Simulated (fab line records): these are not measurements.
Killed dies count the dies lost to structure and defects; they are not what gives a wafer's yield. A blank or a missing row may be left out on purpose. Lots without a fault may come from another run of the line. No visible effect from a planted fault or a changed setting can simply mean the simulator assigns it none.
fab line records / flow rit_cmos / part 2 of 2: steps 31 to 41 of 41
record: lots: 5 wafers: 15 last_day: 6
route steps=202 shown NSD@134 PSD@142 SDANNEAL@153 PLDD@159 NLDD@160 SILICIDE@161 CONTACT@168
lots untouched by any fault: they come from a run of this same line in which no faults occurred
start_h: hours from the record's first day to the start of the lot's first wafer shown / wait_h: how many hours have passed since the lot's step before this one / " identical to the entry in the row above / L1.1+2: a single row standing in for several wafers / - no value present, or no start provided / * or withheld: withheld / < > ~ a bound
route shown NAME@n: names a module that has steps shown in the file, with the first one's number in the route / usual: mean and standard deviation over wafers with no fault / same: alike in all rows / chamber/n: place in a boat / sites: per-site readings / _std_site: their standard deviation / _edge_site: mean of outer sites minus mean of inner sites / radius_mm: how far each site lies from the wafer's centre / mask NAME#n: copy n / behind: the last tool/chamber to shape the wafer / hold: reason for holding the lot/hours on hold/outcome of the hold / device: names the non-switching transistor (n, p or np) / end of line: at the end of the route, the tests of the same wafers / a step with no rows: only its recipe / killed: not the wafer's yield, but the dies lost to structure and defects at the first sort / map: a wafer's dies, x killed, . not, _ none there
set.NAME: the run value of the setting; set.NAME@STEP: its run value at that earlier step / model.NAME: the simulator's own value behind a step, which no gauge read
certain route steps with their lots: each step a table, each wafer a row
services: from which hour (start_h, from the record's first day; less than 0 if before it) a tool's chamber was out of use, for how many hours, and why
== steps ==
step: RIT_SILICIDE_THK_MEAS_03
recipe: thk_meas_gauge: xrf reads: Ti_of_SILICIDE_SPUTTER_01
usual: SILICIDE_TI_THK: 30.3/0.46
lot.wafer=L074.1 tool=film_metro-04 chamber=- start_h=50.46 wait_h=0.1 SILICIDE_TI_THK[nm]=30.6
lot.wafer=L074.5 tool=film_metro-04 chamber=- start_h=50.46 wait_h=0.1 SILICIDE_TI_THK[nm]=30.4
lot.wafer=L074.6 tool=film_metro-04 chamber=- start_h=50.46 wait_h=0.1 SILICIDE_TI_THK[nm]=31.0
lot.wafer=L086.2 tool=film_metro-01 chamber=- start_h=111.88 wait_h=0.1 SILICIDE_TI_THK[nm]=30.0
lot.wafer=L086.3 tool=film_metro-01 chamber=- start_h=111.88 wait_h=0.1 SILICIDE_TI_THK[nm]=29.8
lot.wafer=L086.5 tool=film_metro-01 chamber=- start_h=111.88 wait_h=0.1 SILICIDE_TI_THK[nm]=29.5
lot.wafer=L088.2 tool=film_metro-04 chamber=- start_h=125.95 wait_h=0.1 SILICIDE_TI_THK[nm]=30.4
lot.wafer=L088.3 tool=film_metro-04 chamber=- start_h=125.95 wait_h=0.1 SILICIDE_TI_THK[nm]=30.1
lot.wafer=L088.6 tool=film_metro-04 chamber=- start_h=125.95 wait_h=0.1 SILICIDE_TI_THK[nm]=30.0
lot.wafer=L089.1 tool=film_metro-02 chamber=- start_h=127.16 wait_h=0.1 SILICIDE_TI_THK[nm]=30.1
lot.wafer=L089.4 tool=film_metro-02 chamber=- start_h=127.16 wait_h=0.1 SILICIDE_TI_THK[nm]=29.7
lot.wafer=L089.6 tool=film_metro-02 chamber=- start_h=127.16 wait_h=0.1 SILICIDE_TI_THK[nm]=30.1
lot.wafer=L090.1 tool=film_metro-04 chamber=- start_h=133.22 wait_h=0.1 SILICIDE_TI_THK[nm]=30.2
lot.wafer=L090.2 tool=film_metro-04 chamber=- start_h=133.22 wait_h=0.1 SILICIDE_TI_THK[nm]=30.2
lot.wafer=L090.5 tool=film_metro-04 chamber=- start_h=133.22 wait_h=0.1 SILICIDE_TI_THK[nm]=30.3
step: RIT_SILICIDE_RTA_04
recipe: temp_c: 650 time_s: 10 idle_temp_c: 25 ramp_up_s: 5 ramp_down_s: 5 cool_to_c: 25 ambient: N2
usual: wafer_temp_C_max: 652.6/0.56
same: time_s: 10
lot.wafer=L074.1 tool=rtp_anneal-01 chamber=0 start_h=50.52 wait_h=0.1 wafer_temp_C_max=652.7
lot.wafer=L074.5 tool=rtp_anneal-01 chamber=0 start_h=50.52 wait_h=0.1 wafer_temp_C_max=652.9
lot.wafer=L074.6 tool=rtp_anneal-01 chamber=0 start_h=50.52 wait_h=0.1 wafer_temp_C_max=652.5
lot.wafer=L086.2 tool=rtp_anneal-01 chamber=0 start_h=111.94 wait_h=0.1 wafer_temp_C_max=651.6
lot.wafer=L086.3 tool=rtp_anneal-01 chamber=0 start_h=111.94 wait_h=0.1 wafer_temp_C_max=652.3
lot.wafer=L086.5 tool=rtp_anneal-01 chamber=0 start_h=111.94 wait_h=0.1 wafer_temp_C_max=651.9
lot.wafer=L088.2 tool=rtp_anneal-01 chamber=0 start_h=126.01 wait_h=0.1 wafer_temp_C_max=652.2
lot.wafer=L088.3 tool=rtp_anneal-01 chamber=0 start_h=126.01 wait_h=0.1 wafer_temp_C_max=653.4
lot.wafer=L088.6 tool=rtp_anneal-01 chamber=0 start_h=126.01 wait_h=0.1 wafer_temp_C_max=652.8
lot.wafer=L089.1 tool=rtp_anneal-02 chamber=0 start_h=127.22 wait_h=0.1 wafer_temp_C_max=651.9
lot.wafer=L089.4 tool=rtp_anneal-02 chamber=0 start_h=127.22 wait_h=0.1 wafer_temp_C_max=652.6
lot.wafer=L089.6 tool=rtp_anneal-02 chamber=0 start_h=127.22 wait_h=0.1 wafer_temp_C_max=652.1
lot.wafer=L090.1 tool=rtp_anneal-01 chamber=0 start_h=133.28 wait_h=0.1 wafer_temp_C_max=652.7
lot.wafer=L090.2 tool=rtp_anneal-01 chamber=0 start_h=133.28 wait_h=0.1 wafer_temp_C_max=653.2
lot.wafer=L090.5 tool=rtp_anneal-01 chamber=0 start_h=133.28 wait_h=0.1 wafer_temp_C_max=652.1
step: RIT_SILICIDE_WET_ETCH_05
recipe: chemistry: SPM target: Ti temp_c: 90 time_s: 120 dry: n2_spin
usual: temp_c: 90.01/0.11
same: time_s: 120
lot.wafer=L074.1 tool=wet_bench-04 chamber=2 start_h=50.59 wait_h=0.1 temp_c=89.95
lot.wafer=L074.5 tool=wet_bench-04 chamber=2 start_h=50.59 wait_h=0.1 temp_c=89.94
lot.wafer=L074.6 tool=wet_bench-04 chamber=2 start_h=50.59 wait_h=0.1 temp_c=89.97
lot.wafer=L086.2 tool=wet_bench-04 chamber=2 start_h=112.00 wait_h=0.0 temp_c=89.93
lot.wafer=L086.3 tool=wet_bench-04 chamber=2 start_h=112.00 wait_h=0.0 temp_c=89.99
lot.wafer=L086.5 tool=wet_bench-04 chamber=2 start_h=112.00 wait_h=0.0 temp_c=89.92
lot.wafer=L088.2 tool=wet_bench-03 chamber=2 start_h=126.07 wait_h=0.0 temp_c=89.96
lot.wafer=L088.3 tool=wet_bench-03 chamber=2 start_h=126.07 wait_h=0.0 temp_c=90.11
lot.wafer=L088.6 tool=wet_bench-03 chamber=2 start_h=126.07 wait_h=0.0 temp_c=89.82
lot.wafer=L089.1 tool=wet_bench-04 chamber=0 start_h=127.28 wait_h=0.1 temp_c=90.13
lot.wafer=L089.4 tool=wet_bench-04 chamber=0 start_h=127.28 wait_h=0.1 temp_c=90.07
lot.wafer=L089.6 tool=wet_bench-04 chamber=0 start_h=127.28 wait_h=0.1 temp_c=90.04
lot.wafer=L090.1 tool=wet_bench-04 chamber=3 start_h=133.35 wait_h=0.1 temp_c=89.92
lot.wafer=L090.2 tool=wet_bench-04 chamber=3 start_h=133.35 wait_h=0.1 temp_c=90.12
lot.wafer=L090.5 tool=wet_bench-04 chamber=3 start_h=133.35 wait_h=0.1 temp_c=90.11
step: RIT_SILICIDE_RTA_06
recipe: temp_c: 750 time_s: 10 idle_temp_c: 25 ramp_up_s: 5 ramp_down_s: 10 cool_to_c: 25 ambient: N2
usual: wafer_temp_C_max: 753.1/0.63
same: time_s: 10
lot.wafer=L074.1 tool=rtp_anneal-02 chamber=0 start_h=50.63 wait_h=0.0 wafer_temp_C_max=752.3
lot.wafer=L074.5 tool=rtp_anneal-02 chamber=0 start_h=50.63 wait_h=0.0 wafer_temp_C_max=753.5
lot.wafer=L074.6 tool=rtp_anneal-02 chamber=0 start_h=50.63 wait_h=0.0 wafer_temp_C_max=753.1
lot.wafer=L086.2 tool=rtp_anneal-02 chamber=0 start_h=112.05 wait_h=0.0 wafer_temp_C_max=752.2
lot.wafer=L086.3 tool=rtp_anneal-02 chamber=0 start_h=112.05 wait_h=0.0 wafer_temp_C_max=753.4
lot.wafer=L086.5 tool=rtp_anneal-02 chamber=0 start_h=112.05 wait_h=0.0 wafer_temp_C_max=753.0
lot.wafer=L088.2 tool=rtp_anneal-02 chamber=0 start_h=126.12 wait_h=0.0 wafer_temp_C_max=752.2
lot.wafer=L088.3 tool=rtp_anneal-02 chamber=0 start_h=126.12 wait_h=0.0 wafer_temp_C_max=753.5
lot.wafer=L088.6 tool=rtp_anneal-02 chamber=0 start_h=126.12 wait_h=0.0 wafer_temp_C_max=753.2
lot.wafer=L089.1 tool=rtp_anneal-01 chamber=0 start_h=127.33 wait_h=0.0 wafer_temp_C_max=753.0
lot.wafer=L089.4 tool=rtp_anneal-01 chamber=0 start_h=127.33 wait_h=0.0 wafer_temp_C_max=753.9
lot.wafer=L089.6 tool=rtp_anneal-01 chamber=0 start_h=127.33 wait_h=0.0 wafer_temp_C_max=753.4
lot.wafer=L090.1 tool=rtp_anneal-02 chamber=0 start_h=133.39 wait_h=0.0 wafer_temp_C_max=752.9
lot.wafer=L090.2 tool=rtp_anneal-02 chamber=0 start_h=133.39 wait_h=0.0 wafer_temp_C_max=752.6
lot.wafer=L090.5 tool=rtp_anneal-02 chamber=0 start_h=133.39 wait_h=0.0 wafer_temp_C_max=752.4
step: RIT_CONTACT_CVD_00
recipe: material: SiO2 target_thk_nm: 400 precursor: TEOS temp_c: 390 time_s: 61 rf_w: 400
usual: heater_power_w: 296/43
same: time_s: 61
lot.wafer=L074.1 tool=pecvd-04 chamber=1 start_h=50.70 wait_h=0.1 heater_power_w=272
lot.wafer=L074.5 tool=pecvd-04 chamber=2 start_h=50.70 wait_h=0.1 heater_power_w=305
lot.wafer=L074.6 tool=pecvd-04 chamber=1 start_h=50.70 wait_h=0.1 heater_power_w=303
lot.wafer=L086.2 tool=pecvd-04 chamber=1 start_h=112.11 wait_h=0.0 heater_power_w=298
lot.wafer=L086.3 tool=pecvd-04 chamber=0 start_h=112.11 wait_h=0.0 heater_power_w=367
lot.wafer=L086.5 tool=pecvd-04 chamber=2 start_h=112.11 wait_h=0.0 heater_power_w=309
lot.wafer=L088.2 tool=pecvd-02 chamber=1 start_h=126.17 wait_h=0.0 heater_power_w=369
lot.wafer=L088.3 tool=pecvd-02 chamber=0 start_h=126.17 wait_h=0.0 heater_power_w=310
lot.wafer=L088.6 tool=pecvd-02 chamber=2 start_h=126.17 wait_h=0.0 heater_power_w=293
lot.wafer=L089.1 tool=pecvd-04 chamber=1 start_h=127.40 wait_h=0.1 heater_power_w=250
lot.wafer=L089.4 tool=pecvd-04 chamber=2 start_h=127.40 wait_h=0.1 heater_power_w=239
lot.wafer=L089.6 tool=pecvd-04 chamber=0 start_h=127.40 wait_h=0.1 heater_power_w=357
lot.wafer=L090.1 tool=pecvd-03 chamber=2 start_h=133.46 wait_h=0.1 heater_power_w=254
lot.wafer=L090.2 tool=pecvd-03 chamber=0 start_h=133.46 wait_h=0.1 heater_power_w=245
lot.wafer=L090.5 tool=pecvd-03 chamber=2 start_h=133.46 wait_h=0.1 heater_power_w=262
step: RIT_CONTACT_THK_MEAS_01
recipe: reads: SiO2_of_CONTACT_CVD_00
usual: CONTACT_TEOS_THK: 399/5.4
lot.wafer=L074.1 tool=film_metro-03 chamber=- start_h=50.77 wait_h=0.1 CONTACT_TEOS_THK[nm]=399
lot.wafer=L074.5 tool=film_metro-03 chamber=- start_h=50.77 wait_h=0.1 CONTACT_TEOS_THK[nm]=410
lot.wafer=L074.6 tool=film_metro-03 chamber=- start_h=50.77 wait_h=0.1 CONTACT_TEOS_THK[nm]=404
lot.wafer=L086.2 tool=film_metro-01 chamber=- start_h=112.17 wait_h=0.0 CONTACT_TEOS_THK[nm]=394
lot.wafer=L086.3 tool=film_metro-01 chamber=- start_h=112.17 wait_h=0.0 CONTACT_TEOS_THK[nm]=396
lot.wafer=L086.5 tool=film_metro-01 chamber=- start_h=112.17 wait_h=0.0 CONTACT_TEOS_THK[nm]=401
lot.wafer=L088.2 tool=film_metro-03 chamber=- start_h=126.23 wait_h=0.0 CONTACT_TEOS_THK[nm]=390
lot.wafer=L088.3 tool=film_metro-03 chamber=- start_h=126.23 wait_h=0.0 CONTACT_TEOS_THK[nm]=399
lot.wafer=L088.6 tool=film_metro-03 chamber=- start_h=126.23 wait_h=0.0 CONTACT_TEOS_THK[nm]=398
lot.wafer=L089.1 tool=film_metro-03 chamber=- start_h=127.45 wait_h=0.0 CONTACT_TEOS_THK[nm]=390
lot.wafer=L089.4 tool=film_metro-03 chamber=- start_h=127.45 wait_h=0.0 CONTACT_TEOS_THK[nm]=400
lot.wafer=L089.6 tool=film_metro-03 chamber=- start_h=127.45 wait_h=0.0 CONTACT_TEOS_THK[nm]=403
lot.wafer=L090.1 tool=film_metro-01 chamber=- start_h=133.51 wait_h=0.0 CONTACT_TEOS_THK[nm]=399
lot.wafer=L090.2 tool=film_metro-01 chamber=- start_h=133.51 wait_h=0.0 CONTACT_TEOS_THK[nm]=388
lot.wafer=L090.5 tool=film_metro-01 chamber=- start_h=133.51 wait_h=0.0 CONTACT_TEOS_THK[nm]=404
step: RIT_CONTACT_HMDS_02
recipe: prime_time_s: 60 prime_temp_c: 140
lot.wafer=L074.1+5+6 tool=litho_track-01 chamber=0 start_h=50.83 wait_h=0.1
lot.wafer=L086.2+3+5 tool=litho_track-01 chamber=0 start_h=112.24 wait_h=0.1
lot.wafer=L088.2+3+6 tool=litho_track-01 chamber=0 start_h=126.31 wait_h=0.1
lot.wafer=L089.1+4+6 tool=litho_track-02 chamber=0 start_h=127.51 wait_h=0.1
lot.wafer=L090.1+2+5 tool=litho_track-01 chamber=0 start_h=133.57 wait_h=0.1
step: RIT_CONTACT_COAT_03
recipe: resist: NOVOLAK spin_rpm: 3250 resist_thk_nm: 1000
lot.wafer=L074.1+5+6 tool=litho_track-01 chamber=0 start_h=50.98 wait_h=0.1
lot.wafer=L086.2+3+5 tool=litho_track-01 chamber=0 start_h=112.39 wait_h=0.1
lot.wafer=L088.2+3+6 tool=litho_track-01 chamber=0 start_h=126.46 wait_h=0.1
lot.wafer=L089.1+4+6 tool=litho_track-02 chamber=0 start_h=127.66 wait_h=0.1
lot.wafer=L090.1+2+5 tool=litho_track-01 chamber=0 start_h=133.72 wait_h=0.1
step: RIT_CONTACT_SOFTBAKE_04
recipe: resist: NOVOLAK temp_c: 90 time_s: 60
usual: heater_power_total_W: 34.57/0.052
same: time_s: 60
lot.wafer=L074.1 tool=litho_track-01 chamber=0 start_h=51.13 wait_h=0.1 heater_power_total_W=34.59
lot.wafer=L074.5 tool=litho_track-01 chamber=0 start_h=51.13 wait_h=0.1 heater_power_total_W=34.56
lot.wafer=L074.6 tool=litho_track-01 chamber=0 start_h=51.13 wait_h=0.1 heater_power_total_W=34.54
lot.wafer=L086.2 tool=litho_track-01 chamber=0 start_h=112.54 wait_h=0.1 heater_power_total_W=34.56
lot.wafer=L086.3 tool=litho_track-01 chamber=0 start_h=112.54 wait_h=0.1 heater_power_total_W=34.60
lot.wafer=L086.5 tool=litho_track-01 chamber=0 start_h=112.54 wait_h=0.1 heater_power_total_W=34.52
lot.wafer=L088.2 tool=litho_track-01 chamber=0 start_h=126.61 wait_h=0.1 heater_power_total_W=34.68
lot.wafer=L088.3 tool=litho_track-01 chamber=0 start_h=126.61 wait_h=0.1 heater_power_total_W=34.57
lot.wafer=L088.6 tool=litho_track-01 chamber=0 start_h=126.61 wait_h=0.1 heater_power_total_W=34.63
lot.wafer=L089.1 tool=litho_track-02 chamber=0 start_h=127.81 wait_h=0.1 heater_power_total_W=34.60
lot.wafer=L089.4 tool=litho_track-02 chamber=0 start_h=127.81 wait_h=0.1 heater_power_total_W=34.51
lot.wafer=L089.6 tool=litho_track-02 chamber=0 start_h=127.81 wait_h=0.1 heater_power_total_W=34.63
lot.wafer=L090.1 tool=litho_track-01 chamber=0 start_h=133.87 wait_h=0.1 heater_power_total_W=34.52
lot.wafer=L090.2 tool=litho_track-01 chamber=0 start_h=133.87 wait_h=0.1 heater_power_total_W=34.59
lot.wafer=L090.5 tool=litho_track-01 chamber=0 start_h=133.87 wait_h=0.1 heater_power_total_W=34.57
step: RIT_CONTACT_EXPOSE_05
recipe: mask_id: M11 na: 0.6 source_shape: conventional sigma_outer: 0.5 target_cd_nm: 1000 dose_mj: 250
usual: reticle_temp_C: 22.99/0.11
lot.wafer=L074.1 tool=iline_stepper-01 chamber=0 start_h=51.28 wait_h=0.1 mask=M11#0 reticle_temp_C=23.06
lot.wafer=L074.5 tool=iline_stepper-01 chamber=0 start_h=51.28 wait_h=0.1 mask=M11#0 reticle_temp_C=22.85
lot.wafer=L074.6 tool=iline_stepper-01 chamber=0 start_h=51.28 wait_h=0.1 mask=M11#0 reticle_temp_C=23.22
lot.wafer=L086.2 tool=iline_stepper-01 chamber=0 start_h=112.81 wait_h=0.2 mask=M11#0 reticle_temp_C=22.91
lot.wafer=L086.3 tool=iline_stepper-01 chamber=0 start_h=112.81 wait_h=0.2 mask=M11#0 reticle_temp_C=23.03
lot.wafer=L086.5 tool=iline_stepper-01 chamber=0 start_h=112.81 wait_h=0.2 mask=M11#0 reticle_temp_C=22.89
lot.wafer=L088.2 tool=iline_stepper-01 chamber=0 start_h=126.75 wait_h=0.1 mask=M11#0 reticle_temp_C=23.06
lot.wafer=L088.3 tool=iline_stepper-01 chamber=0 start_h=126.75 wait_h=0.1 mask=M11#0 reticle_temp_C=22.98
lot.wafer=L088.6 tool=iline_stepper-01 chamber=0 start_h=126.75 wait_h=0.1 mask=M11#0 reticle_temp_C=22.89
lot.wafer=L089.1 tool=iline_stepper-01 chamber=0 start_h=127.96 wait_h=0.1 mask=M11#0 reticle_temp_C=23.08
lot.wafer=L089.4 tool=iline_stepper-01 chamber=0 start_h=127.96 wait_h=0.1 mask=M11#0 reticle_temp_C=23.01
lot.wafer=L089.6 tool=iline_stepper-01 chamber=0 start_h=127.96 wait_h=0.1 mask=M11#0 reticle_temp_C=23.10
lot.wafer=L090.1 tool=iline_stepper-01 chamber=0 start_h=134.02 wait_h=0.1 mask=M11#0 reticle_temp_C=22.89
lot.wafer=L090.2 tool=iline_stepper-01 chamber=0 start_h=134.02 wait_h=0.1 mask=M11#0 reticle_temp_C=23.00
lot.wafer=L090.5 tool=iline_stepper-01 chamber=0 start_h=134.02 wait_h=0.1 mask=M11#0 reticle_temp_C=23.15
step: RIT_CONTACT_PEB_06
recipe: resist: NOVOLAK temp_c: withheld time_s: withheld
lot.wafer=L074.1+5+6 tool=litho_track-02 chamber=0 start_h=51.40 wait_h=0.1
lot.wafer=L086.2+3+5 tool=litho_track-01 chamber=0 start_h=112.94 wait_h=0.1
lot.wafer=L088.2+3+6 tool=litho_track-01 chamber=0 start_h=126.88 wait_h=0.1
lot.wafer=L089.1+4+6 tool=litho_track-04 chamber=0 start_h=128.07 wait_h=0.1
lot.wafer=L090.1+2+5 tool=litho_track-04 chamber=0 start_h=134.14 wait_h=0.1
== services ==
tool=pecvd-04 chamber=0 start_h=28.76 hours=6.1 kind=repair
tool=iline_stepper-02 chamber=- start_h=30.29 hours=1.7 kind=pm
tool=pecvd-03 chamber=- start_h=32.28 hours=0.8 kind=repair
tool=plasma_asher-03 chamber=- start_h=37.01 hours=14.6 kind=pm
tool=rtp_anneal-01 chamber=- start_h=38.01 hours=0.9 kind=pm
tool=implanter-01 chamber=- start_h=38.72 hours=2.7 kind=pm
tool=iline_stepper-02 chamber=0 start_h=43.28 hours=- kind=calibration
tool=plasma_asher-01 chamber=- start_h=46.03 hours=5.1 kind=repair
tool=pecvd-04 chamber=0 start_h=49.00 hours=4.4 kind=repair
tool=plasma_asher-02 chamber=- start_h=51.44 hours=2.8 kind=pm
tool=pvd_sputter-03 chamber=- start_h=65.98 hours=1.8 kind=repair
tool=implanter-04 chamber=- start_h=66.68 hours=4.8 kind=pm
tool=implanter-04 chamber=- start_h=79.32 hours=2.0 kind=repair
tool=implanter-02 chamber=- start_h=84.93 hours=35.3 kind=pm
tool=iline_stepper-01 chamber=0 start_h=90.43 hours=- kind=calibration
tool=pecvd-03 chamber=2 start_h=104.26 hours=1.7 kind=repair
tool=plasma_asher-01 chamber=- start_h=105.73 hours=12.0 kind=repair
tool=plasma_asher-01 chamber=- start_h=117.71 hours=9.0 kind=pm
tool=plasma_asher-01 chamber=0 start_h=117.71 hours=9.0 kind=vent_cycle
tool=plasma_asher-01 chamber=1 start_h=117.71 hours=9.0 kind=vent_cycle
tool=plasma_asher-01 chamber=0 start_h=126.71 hours=- kind=clean
tool=plasma_asher-01 chamber=1 start_h=126.71 hours=- kind=clean
tool=implanter-04 chamber=- start_h=133.15 hours=2.9 kind=repair
